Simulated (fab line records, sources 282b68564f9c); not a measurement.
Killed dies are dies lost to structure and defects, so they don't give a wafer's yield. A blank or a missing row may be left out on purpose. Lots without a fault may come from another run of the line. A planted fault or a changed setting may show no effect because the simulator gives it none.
fab line records | flow rit_cmos | part 1 of 2: steps 1 to 34 of 47
record lots=5 wafers=15 last_day=7
route steps=202 shown SPACER@126 NSD@131 PSD@142 SDANNEAL@153 PLDD@159 NLDD@160 SILICIDE@161 CONTACT@168
lots that met no fault: from a run of the same line without faults
start_h: hours from the record's first day to the start of the lot's first wafer shown | wait_h: hours since the lot's step before | " the same as in the row above | L1.1+2: a row that stands for several wafers | - no value, or no start given | * or withheld: withheld | < > ~ a bound
route shown NAME@n: a module of which the file shows steps, and the number in the route of the first | usual: mean/standard deviation of fault-free wafers | same: alike in all rows | chamber/n: place in a boat | sites: the reading at each site | _std_site: their standard deviation | _edge_site: outer sites' mean less inner sites' | radius_mm: how far each site lies from the wafer's centre | mask NAME#n: copy n | behind: the tool/chamber that last shaped the wafer | hold: why the lot was held/for how many hours/how that ended | device: the transistor (n, p or np) that didn't switch | end of line: the same wafers' tests at the end of the route | a step without rows: its recipe alone | killed: dies lost to structure and defects at the first sort, not the wafer's yield | map: a wafer's dies, x killed, . not, _ none there
set.NAME: the setting as run; set.NAME@STEP: as run at that earlier step | model.NAME: the simulator's own value behind a step, which no gauge read
lots at some steps of the route; a table a step, a row a wafer
services: from which hour (start_h, from the record's first day; less than 0 if before it) a tool's chamber was out of use, for how many hours, and why
## steps
# step RIT_SPACER_CLEAN_01
# recipe chemistry=dHF dilution=50:1 time_s=30
# columns lot.wafer tool chamber start_h wait_h
L076.2+3+5 wet_bench-01 3 53.16 0.0
L080.4+5+6 wet_bench-01 0 74.43 0.0
L081.3+5+6 wet_bench-03 1 77.56 0.0
L084.2+4+6 wet_bench-03 1 94.37 0.0
L095.2+4+5 wet_bench-01 1 149.31 0.0
# step RIT_SPACER_CLEAN_02
# recipe chemistry=SC2 mix=3:3:50 time_s=600 temp_c=75 dry=n2_spin
# columns lot.wafer tool chamber start_h wait_h
L076.2+3+5 wet_bench-03 2 53.18 0.0
L080.4+5+6 wet_bench-03 1 74.45 0.0
L081.3+5+6 wet_bench-01 3 77.58 0.0
L084.2+4+6 wet_bench-03 1 94.38 0.0
L095.2+4+5 wet_bench-02 0 149.33 0.0
# step RIT_SPACER_CVD_03
# recipe material=Si3N4 target_thk_nm=250 temp_c=810 precursor=SiH2Cl2/NH3 time_s=3300 pressure_mtorr=300 sih2cl2_flow_sccm=60 nh3_flow_sccm=150
# usual sih2cl2_flow_sccm=59.98/0.19 susceptor_temp_C=810.1/0.41
# columns lot.wafer tool chamber start_h wait_h sih2cl2_flow_sccm susceptor_temp_C
L076.2 lpcvd-02 1 53.53 0.2 60.21 810.1
L076.3 " 1 " " 59.82 810.3
L076.5 " 1 " " 59.94 810.8
L080.4 lpcvd-01 1 75.17 0.5 59.90 809.4
L080.5 " 1 " " 60.04 809.9
L080.6 " 1 " " 59.90 810.0
L081.3 lpcvd-01 0 78.53 0.8 59.73 810.3
L081.5 " 0 " " 59.85 810.5
L081.6 " 0 " " 59.59 810.6
L084.2 lpcvd-01 1 94.56 0.0 59.71 810.2
L084.4 " 1 " " 59.80 810.6
L084.6 " 1 " " 59.68 809.9
L095.2 lpcvd-01 0 149.50 0.0 60.01 810.0
L095.4 " 0 " " 60.09 809.8
L095.5 " 0 " " 60.18 809.8
# step RIT_SPACER_THK_MEAS_04
# recipe reads=Si3N4_of_SPACER_CVD_03
# usual SPACER_NITRIDE_THK=248.9/2.5
# columns lot.wafer tool chamber start_h wait_h SPACER_NITRIDE_THK[nm]
L076.2 film_metro-02 - 55.46 0.0 253.7
L076.3 " - " " 254.8
L076.5 " - " " 252.9
L080.4 film_metro-04 - 77.12 0.0 247.1
L080.5 " - " " 247.4
L080.6 " - " " 247.7
L081.3 film_metro-01 - 80.47 0.0 252.0
L081.5 " - " " 250.6
L081.6 " - " " 250.7
L084.2 film_metro-02 - 96.48 0.0 252.0
L084.4 " - " " 249.3
L084.6 " - " " 248.2
L095.2 film_metro-02 - 151.43 0.0 246.4
L095.4 " - " " 246.2
L095.5 " - " " 249.0
# step RIT_SPACER_ETCHBACK_05
# recipe target_depth_a=2500 SF6_flow_sccm=30 CHF3_flow_sccm=30 target=Si3N4 chemistry=SF6/CHF3 pressure_mtorr=40 rf_w=250 time_s=240 stop_on=SiO2
# usual drypump_motor_current_A=5.9/0.51 oes_product_au=0.838/0.018 throttle_valve_pct=10.24/0.13
# columns lot.wafer tool chamber start_h wait_h drypump_motor_current_A oes_product_au rf_hours_counter_h throttle_valve_pct
L076.2 rie_diel-01 0 55.51 0.0 5.8 0.870 129 10.18
L076.3 " 2 " " 6.6 0.850 51 10.19
L076.5 " 2 " " 6.6 0.849 - 10.19
L080.4 rie_diel-03 1 77.15 0.0 5.7 0.839 3 10.32
L080.5 " 3 " " 6.2 0.811 - 10.34
L080.6 " 0 " " 4.9 0.858 - 10.13
L081.3 rie_diel-01 1 80.51 0.0 6.1 0.851 0 10.34
L081.5 " 1 " " 6.1 0.834 - 10.33
L081.6 " 0 " " 5.7 0.872 - 10.18
L084.2 rie_diel-03 0 96.53 0.0 4.9 0.873 15 10.14
L084.4 " 1 " " 5.8 0.835 4 10.32
L084.6 " 3 " " 6.2 0.812 - 10.34
L095.2 rie_diel-01 2 151.48 0.0 6.6 0.830 54 10.17
L095.4 " 0 " " 5.8 0.858 131 10.16
L095.5 " 2 " " 6.6 0.849 - 10.16
# step RIT_NSD_HMDS_00
# recipe prime_time_s=60 prime_temp_c=140
# columns lot.wafer tool chamber start_h wait_h
L076.2+3+5 litho_track-02 0 55.68 0.1
L080.4+5+6 litho_track-03 0 77.37 0.1
L081.3+5+6 litho_track-01 0 80.71 0.1
L084.2+4+6 litho_track-03 0 96.71 0.1
L095.2+4+5 litho_track-01 0 151.66 0.1
# step RIT_NSD_COAT_01
# recipe resist=NOVOLAK spin_rpm=3250 resist_thk_nm=1000
# columns lot.wafer tool chamber start_h wait_h
L076.2+3+5 litho_track-02 0 55.83 0.1
L080.4+5+6 litho_track-03 0 77.52 0.1
L081.3+5+6 litho_track-01 0 80.86 0.1
L084.2+4+6 litho_track-03 0 96.86 0.1
L095.2+4+5 litho_track-01 0 151.81 0.1
# step RIT_NSD_SOFTBAKE_02
# recipe resist=NOVOLAK temp_c=90 time_s=60
# columns lot.wafer tool chamber start_h wait_h
L076.2+3+5 litho_track-02 0 55.98 0.1
L080.4+5+6 litho_track-03 0 77.67 0.1
L081.3+5+6 litho_track-01 0 81.01 0.1
L084.2+4+6 litho_track-03 0 97.01 0.1
L095.2+4+5 litho_track-01 0 151.96 0.1
# step RIT_NSD_EXPOSE_03
# recipe mask_id=M9 na=0.57 target_cd_nm=40700 dose_mj=250
# columns lot.wafer tool chamber start_h wait_h mask
L076.2+3+5 iline_stepper-02 0 56.25 0.2 M9#0
L080.4+5+6 iline_stepper-02 0 77.81 0.1 M9#0
L081.3+5+6 iline_stepper-01 0 81.27 0.2 M9#0
L084.2+4+6 iline_stepper-01 0 97.34 0.3 M9#0
L095.2+4+5 iline_stepper-01 0 152.10 0.1 M9#0
# step RIT_NSD_PEB_04
# recipe resist=NOVOLAK temp_c=withheld time_s=withheld
# columns lot.wafer tool chamber start_h wait_h
L076.2+3+5 litho_track-03 0 56.37 0.1
L080.4+5+6 litho_track-01 0 77.94 0.1
L081.3+5+6 litho_track-02 0 81.40 0.1
L084.2+4+6 litho_track-01 0 97.46 0.1
L095.2+4+5 litho_track-03 0 152.22 0.1
# step RIT_NSD_DEVELOP_05
# recipe resist=NOVOLAK develop_time_s=50 dev_temp_c=23
# columns lot.wafer tool chamber start_h wait_h
L076.2+3+5 litho_track-03 0 - -
L080.4+5+6 litho_track-01 0 - -
L081.3+5+6 litho_track-02 0 - -
L084.2+4+6 litho_track-01 0 - -
L095.2+4+5 litho_track-03 0 - -
# step RIT_NSD_OVL_MEAS_06
# usual NSD_OVL=-0.7/1.6
# columns lot.wafer tool chamber start_h wait_h NSD_OVL[nm]
L076.2 overlay-02 - 56.64 - 0.0
L076.3 " - " " -0.8
L076.5 " - " " -0.1
L080.4 overlay-01 - 78.16 - -2.1
L080.5 " - " " -1.6
L080.6 " - " " -2.4
L081.3 overlay-02 - 81.64 - -0.9
L081.5 " - " " 0.8
L081.6 " - " " -1.6
L084.2 overlay-02 - 97.72 - 3.4
L084.4 " - " " 1.3
L084.6 " - " " 2.7
L095.2 overlay-02 - 152.49 - -0.2
L095.4 " - " " -0.4
L095.5 " - " " -1.1
# step RIT_NSD_HARDBAKE_07
# recipe resist=NOVOLAK temp_c=140 time_s=60
# columns lot.wafer tool chamber start_h wait_h
L076.2+3+5 litho_track-03 0 56.69 0.0
L080.4+5+6 litho_track-02 0 78.26 0.1
L081.3+5+6 litho_track-02 0 81.72 0.1
L084.2+4+6 litho_track-01 0 97.78 0.0
L095.2+4+5 litho_track-01 0 152.54 0.0
# step RIT_NSD_IMPLANT_08
# recipe species=P energy_kev=25 dose_cm2=1.02e+15 tilt_deg=7
# usual end_station_pressure_torr=7.6e-06/4.1e-07
# columns lot.wafer tool chamber start_h wait_h end_station_pressure_torr
L076.2 implanter-02 0 56.84 0.1 7.6e-06
L076.3 " 0 " " 8.2e-06
L076.5 " 0 " " 7.6e-06
L080.4 implanter-02 0 78.41 0.1 7.8e-06
L080.5 " 0 " " 7.3e-06
L080.6 " 0 " " 7.3e-06
L081.3 implanter-03 0 81.87 0.1 7.6e-06
L081.5 " 0 " " 6.8e-06
L081.6 " 0 " " 7.9e-06
L084.2 implanter-02 0 97.93 0.1 7.5e-06
L084.4 " 0 " " 7.3e-06
L084.6 " 0 " " 7.7e-06
L095.2 implanter-03 0 152.69 0.1 7.3e-06
L095.4 " 0 " " 7.2e-06
L095.5 " 0 " " 7.8e-06
# step RIT_NSD_STRIP_09
# recipe chemistry=O2 time_s=180 resist=NOVOLAK platen_temp_c=withheld power_w=500 pressure_mtorr=4000 o2_flow_sccm=4000
# usual drypump_motor_current_A=5.9/0.44
# columns lot.wafer tool chamber start_h wait_h drypump_motor_current_A rf_hours_counter_h
L076.2 plasma_asher-01 1 56.97 0.1 5.1 42
L076.3 " 1 " " 5.2 -
L076.5 " 0 " " 6.4 -
L080.4 plasma_asher-01 1 78.54 0.1 5.2 -
L080.5 " 1 " " 5.2 -
L080.6 " 0 " " 6.5 -
L081.3 plasma_asher-01 0 82.03 0.1 6.4 -
L081.5 " 1 " " 5.2 -
L081.6 " 0 " " 6.4 -
L084.2 plasma_asher-04 1 98.05 0.1 6.3 43
L084.4 " 1 " " 6.3 -
L084.6 " 1 " " 6.3 -
L095.2 plasma_asher-04 0 152.82 0.1 5.8 49
L095.4 " 0 " " 5.9 -
L095.5 " 1 " " 6.4 -
# step RIT_NSD_TW_MEAS_10
# usual NSD_TW=3149/21
# columns lot.wafer tool chamber start_h wait_h NSD_TW
L076.2 film_metro-03 - 57.15 0.1 3183
L076.3 " - " " 3182
L076.5 " - " " 3175
L080.4 film_metro-02 - 78.69 0.1 3135
L080.5 " - " " 3143
L080.6 " - " " 3144
L081.3 film_metro-03 - 82.16 0.1 3139
L081.5 " - " " 3151
L081.6 " - " " 3148
L084.2 film_metro-02 - 98.24 0.1 3101
L084.4 " - " " 3113
L084.6 " - " " 3116
L095.2 film_metro-03 - 153.00 0.1 3177
L095.4 " - " " 3193
L095.5 " - " " 3164
# step RIT_PSD_HMDS_00
# recipe prime_time_s=60 prime_temp_c=140
# columns lot.wafer tool chamber start_h wait_h
L076.2+3+5 litho_track-04 0 57.23 0.1
L080.4+5+6 litho_track-04 0 78.79 0.1
L081.3+5+6 litho_track-04 0 82.25 0.1
L084.2+4+6 litho_track-02 0 98.31 0.1
L095.2+4+5 litho_track-02 0 153.08 0.1
# step RIT_PSD_COAT_01
# recipe resist=NOVOLAK spin_rpm=3250 resist_thk_nm=1000
# columns lot.wafer tool chamber start_h wait_h
L076.2+3+5 litho_track-04 0 57.38 0.1
L080.4+5+6 litho_track-04 0 78.94 0.1
L081.3+5+6 litho_track-04 0 82.40 0.1
L084.2+4+6 litho_track-02 0 98.46 0.1
L095.2+4+5 litho_track-02 0 153.23 0.1
# step RIT_PSD_SOFTBAKE_02
# recipe resist=NOVOLAK temp_c=90 time_s=60
# columns lot.wafer tool chamber start_h wait_h
L076.2+3+5 litho_track-04 0 57.53 0.1
L080.4+5+6 litho_track-04 0 79.09 0.1
L081.3+5+6 litho_track-04 0 82.55 0.1
L084.2+4+6 litho_track-02 0 98.61 0.1
L095.2+4+5 litho_track-02 0 153.38 0.1
# step RIT_PSD_EXPOSE_03
# recipe mask_id=M10 na=0.57 target_cd_nm=40900 dose_mj=250
# columns lot.wafer tool chamber start_h wait_h mask
L076.2+3+5 iline_stepper-02 0 57.67 0.1 M10#0
L080.4+5+6 iline_stepper-02 0 79.23 0.1 M10#0
L081.3+5+6 iline_stepper-02 0 82.69 0.1 M10#0
L084.2+4+6 iline_stepper-02 0 98.76 0.1 M10#0
L095.2+4+5 iline_stepper-01 0 153.65 0.2 M10#0
# step RIT_PSD_PEB_04
# recipe resist=NOVOLAK temp_c=withheld time_s=withheld
# columns lot.wafer tool chamber start_h wait_h
L076.2+3+5 litho_track-02 0 57.79 0.1
L080.4+5+6 litho_track-04 0 79.36 0.1
L081.3+5+6 litho_track-02 0 82.82 0.1
L084.2+4+6 litho_track-04 0 98.88 0.1
L095.2+4+5 litho_track-02 0 153.77 0.1
# step RIT_PSD_DEVELOP_05
# recipe resist=NOVOLAK develop_time_s=50 dev_temp_c=23
# columns lot.wafer tool chamber start_h wait_h
L076.2+3+5 litho_track-02 0 - -
L080.4+5+6 litho_track-04 0 - -
L081.3+5+6 litho_track-02 0 - -
L084.2+4+6 litho_track-04 0 - -
L095.2+4+5 litho_track-02 0 - -
# step RIT_PSD_OVL_MEAS_06
# usual PSD_OVL=0.9/1.1
# columns lot.wafer tool chamber start_h wait_h PSD_OVL[nm]
L076.2 overlay-02 - 58.06 - 2.2
L076.3 " - " " 1.4
L076.5 " - " " 2.9
L080.4 overlay-02 - 79.59 - 0.4
L080.5 " - " " 0.9
L080.6 " - " " 1.4
L081.3 overlay-01 - 83.06 - 1.8
L081.5 " - " " 1.4
L081.6 " - " " 1.7
L084.2 overlay-01 - 99.15 - 2.7
L084.4 " - " " 1.5
L084.6 " - " " 1.9
L095.2 overlay-02 - 154.03 - 0.8
L095.4 " - " " 1.6
L095.5 " - " " 0.9
# step RIT_PSD_HARDBAKE_07
# recipe resist=NOVOLAK temp_c=140 time_s=60
# columns lot.wafer tool chamber start_h wait_h
L076.2+3+5 litho_track-04 0 58.11 0.0
L080.4+5+6 litho_track-02 0 79.68 0.1
L081.3+5+6 litho_track-03 0 83.14 0.1
L084.2+4+6 litho_track-02 0 99.20 0.0
L095.2+4+5 litho_track-02 0 154.09 0.0
# step RIT_PSD_IMPLANT_08
# recipe species=BF2 energy_kev=27 dose_cm2=4.949e+15 tilt_deg=7
# usual end_station_pressure_torr=1.4e-05/1.4e-06
# columns lot.wafer tool chamber start_h wait_h end_station_pressure_torr
L076.2 implanter-04 0 58.26 0.1 1.73e-05
L076.3 " 0 " " 1.61e-05
L076.5 " 0 " " 1.43e-05
L080.4 implanter-03 0 79.83 0.1 1.21e-05
L080.5 " 0 " " 1.38e-05
L080.6 " 0 " " 1.32e-05
L081.3 implanter-03 0 83.29 0.1 1.41e-05
L081.5 " 0 " " 1.46e-05
L081.6 " 0 " " 1.26e-05
L084.2 implanter-04 0 99.35 0.1 1.52e-05
L084.4 " 0 " " 1.39e-05
L084.6 " 0 " " 1.49e-05
L095.2 implanter-03 0 154.24 0.1 1.3e-05
L095.4 " 0 " " 1.26e-05
L095.5 " 0 " " 1.27e-05
# step RIT_PSD_STRIP_09
# recipe chemistry=O2 time_s=180 resist=NOVOLAK platen_temp_c=withheld power_w=500 pressure_mtorr=4000 o2_flow_sccm=4000
# usual drypump_motor_current_A=5.9/0.52
# columns lot.wafer tool chamber start_h wait_h drypump_motor_current_A rf_hours_counter_h
L076.2 plasma_asher-04 0 58.39 0.1 5.9 39
L076.3 " 0 " " 5.9 -
L076.5 " 0 " " 5.9 -
L080.4 plasma_asher-04 1 79.96 0.1 6.4 -
L080.5 " 1 " " 6.4 -
L080.6 " 0 " " 5.9 -
L081.3 plasma_asher-04 1 83.45 0.1 6.3 -
L081.5 " 1 " " 6.3 -
L081.6 " 0 " " 5.9 -
L084.2 plasma_asher-02 1 99.48 0.1 4.9 32
L084.4 " 0 " " 5.1 -
L084.6 " 0 " " 5.1 -
L095.2 plasma_asher-04 1 154.36 0.1 6.3 49
L095.4 " 1 " " 6.4 -
L095.5 " 0 " " 5.8 -
# step RIT_PSD_TW_MEAS_10
# usual PSD_TW=3441/22
# columns lot.wafer tool chamber start_h wait_h PSD_TW
L076.2 film_metro-04 - 58.57 0.1 3442
L076.3 " - " " 3461
L076.5 " - " " 3443
L080.4 film_metro-03 - 80.11 0.1 3459
L080.5 " - " " 3443
L080.6 " - " " 3424
L081.3 film_metro-04 - 83.58 0.1 3435
L081.5 " - " " 3447
L081.6 " - " " 3429
L084.2 film_metro-03 - 99.66 0.1 3462
L084.4 " - " " 3489
L084.6 " - " " 3470
L095.2 film_metro-02 - 154.55 0.1 3423
L095.4 " - " " 3414
L095.5 " - " " 3408
# step RIT_SDANNEAL_CLEAN_00
# recipe chemistry=SC1 mix=3:3:50 time_s=600 temp_c=75
# columns lot.wafer tool chamber start_h wait_h
L076.2+3+5 wet_bench-04 0 58.62 0.0
L080.4+5+6 wet_bench-04 2 80.14 0.0
L081.3+5+6 wet_bench-01 1 83.62 0.0
L084.2+4+6 wet_bench-01 3 99.71 0.0
L095.2+4+5 wet_bench-01 2 154.60 0.0
# step RIT_SDANNEAL_CLEAN_01
# recipe chemistry=dHF dilution=50:1 time_s=30
# columns lot.wafer tool chamber start_h wait_h
L076.2+3+5 wet_bench-02 3 58.80 0.0
L080.4+5+6 wet_bench-02 1 80.31 0.0
L081.3+5+6 wet_bench-02 0 83.80 0.0
L084.2+4+6 wet_bench-04 1 99.89 0.0
L095.2+4+5 wet_bench-02 3 154.77 0.0
# step RIT_SDANNEAL_CLEAN_02
# recipe chemistry=SC2 mix=3:3:50 time_s=600 temp_c=75 dry=n2_spin
# columns lot.wafer tool chamber start_h wait_h
L076.2+3+5 wet_bench-01 0 58.82 0.0
L080.4+5+6 wet_bench-01 0 80.33 0.0
L081.3+5+6 wet_bench-01 0 83.82 0.0
L084.2+4+6 wet_bench-02 0 99.90 0.0
L095.2+4+5 wet_bench-01 2 154.79 0.0
# step RIT_SDANNEAL_RTA_03
# recipe temp_c=1050 time_s=5 idle_temp_c=600 ramp_up_c_per_s=342 ramp_down_c_per_s=171 cool_to_c=600 ambient=N2
# usual wafer_temp_C_max=1053.5/1.1
# columns lot.wafer tool chamber start_h wait_h wafer_temp_C_max
L076.2 rtp_anneal-02 0 59.00 0.0 1054.0
L076.3 " 0 " " 1054.3
L076.5 " 0 " " 1052.7
L080.4 rtp_anneal-02 0 80.55 0.0 1053.8
L080.5 " 0 " " 1052.3
L080.6 " 0 " " 1053.2
L081.3 rtp_anneal-01 0 84.01 0.0 1053.7
L081.5 " 0 " " 1054.3
L081.6 " 0 " " 1054.6
L084.2 rtp_anneal-02 0 100.09 0.0 1053.8
L084.4 " 0 " " 1056.3
L084.6 " 0 " " 1053.8
L095.2 rtp_anneal-01 0 154.97 0.0 1053.6
L095.4 " 0 " " 1052.5
L095.5 " 0 " " 1052.1
# step RIT_SDANNEAL_RS_MEAS_04
# recipe thk_meas_gauge=four-point-probe
# usual PSD_RS=116.0/0.33
# columns lot.wafer tool chamber start_h wait_h PSD_RS[ohm/sq]
L076.2 film_metro-04 - 59.07 0.1 116.7
L076.3 " - " " 116.3
L076.5 " - " " 116.2
L080.4 film_metro-04 - 80.64 0.1 115.9
L080.5 " - " " 116.0
L080.6 " - " " 116.3
L081.3 film_metro-02 - 84.09 0.1 116.2
L081.5 " - " " 116.0
L081.6 " - " " 116.4
L084.2 film_metro-02 - 100.16 0.1 115.6
L084.4 " - " " 115.5
L084.6 " - " " 115.3
L095.2 film_metro-03 - 155.04 0.1 116.1
L095.4 " - " " 116.1
L095.5 " - " " 115.9
# step RIT_SDANNEAL_RS_MEAS_05
# recipe thk_meas_gauge=four-point-probe
# usual NSD_RS=83.29/0.26
# columns lot.wafer tool chamber start_h wait_h NSD_RS[ohm/sq]
L076.2 film_metro-04 - 59.19 0.1 83.33
L076.3 " - " " 83.23
L076.5 " - " " 83.31
L080.4 film_metro-04 - 80.76 0.1 83.80
L080.5 " - " " 83.87
L080.6 " - " " 83.54
L081.3 film_metro-02 - 84.21 0.1 83.62
L081.5 " - " " 83.45
L081.6 " - " " 83.50
L084.2 film_metro-02 - 100.28 0.1 83.31
L084.4 " - " " 83.39
L084.6 " - " " 83.58
L095.2 film_metro-03 - 155.16 0.1 83.02
L095.4 " - " " 82.74
L095.5 " - " " 82.94
# step RIT_SDANNEAL_RS_MEAS_06
# recipe thk_meas_gauge=four-point-probe
# usual PLDD_RS=179.6/0.46
# columns lot.wafer tool chamber start_h wait_h PLDD_RS[ohm/sq]
L076.2 film_metro-04 - 59.31 0.1 179.9
L076.3 " - " " 179.8
L076.5 " - " " 179.4
L080.4 film_metro-04 - 80.88 0.1 180.7
L080.5 " - " " 179.8
L080.6 " - " " 180.1
L081.3 film_metro-02 - 84.33 0.1 178.9
L081.5 " - " " 179.5
L081.6 " - " " 179.7
L084.2 film_metro-02 - 100.40 0.1 180.0
L084.4 " - " " 179.2
L084.6 " - " " 179.5
L095.2 film_metro-03 - 155.28 0.1 179.5
L095.4 " - " " 179.2
L095.5 " - " " 179.4
